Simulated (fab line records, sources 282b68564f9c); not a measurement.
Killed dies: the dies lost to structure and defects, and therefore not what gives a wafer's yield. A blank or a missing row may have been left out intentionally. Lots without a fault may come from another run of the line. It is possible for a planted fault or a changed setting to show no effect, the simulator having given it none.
Chamber matching -- flow ritCmos -- RIT_CONTACT_CVD_00 on pecvd-02: 3 sister chambers
The step deposits SiO2 from TEOS, target thk 400 nm, time 61 s. 6 wafers are shown with their chamber, then 7 later ones without.

== WAFERS, EACH WITH ITS CHAMBER ==
wafer,chamber,heaterPowerW (W)
L655.4,0,246
L657.1,1,252
L657.3,2,339
L657.6,2,341
L661.1,1,311
L661.3,0,276

== WAFERS MISSING THEIR CHAMBER ==
wafer,heaterPowerW (W)
L661.4,303
L667.2,334
L667.3,292
L667.6,302
L670.2,335
L670.5,318
L670.6,278

== EACH ONE'S CHAMBER ==
wafer,from the rows above,in truth
L661.4,can't be placed: 1 or 2 or 0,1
L667.2,can't be placed: 2 or 1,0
L667.3,can't be placed: 1 or 0 or 2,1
L667.6,can't be placed: 1 or 2 or 0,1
L670.2,can't be placed: 2 or 1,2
L670.5,can't be placed: 2 or 1 or 0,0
L670.6,can't be placed: 1 or 0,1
Correctly placed: 0 of 7. Unplaceable from these rows: 7, with the true chamber sitting among the candidates in 6. 0 placed wrongly.
How it was worked out, from the rows above alone: a wafer's distance from a chamber is the root of the sum, over the readings, of the square of ((its reading less the chamber's mean) divided by the reading's scatter). The wafer belongs to the nearest chamber; if the next one is less than 2 further off, it can't be placed. The mean given for a chamber averages the wafers shown for that chamber. The scatter is the square root of a quotient: the sum, over the shown wafers, of each reading's squared deviation from its chamber's mean, divided by wafers minus chambers.
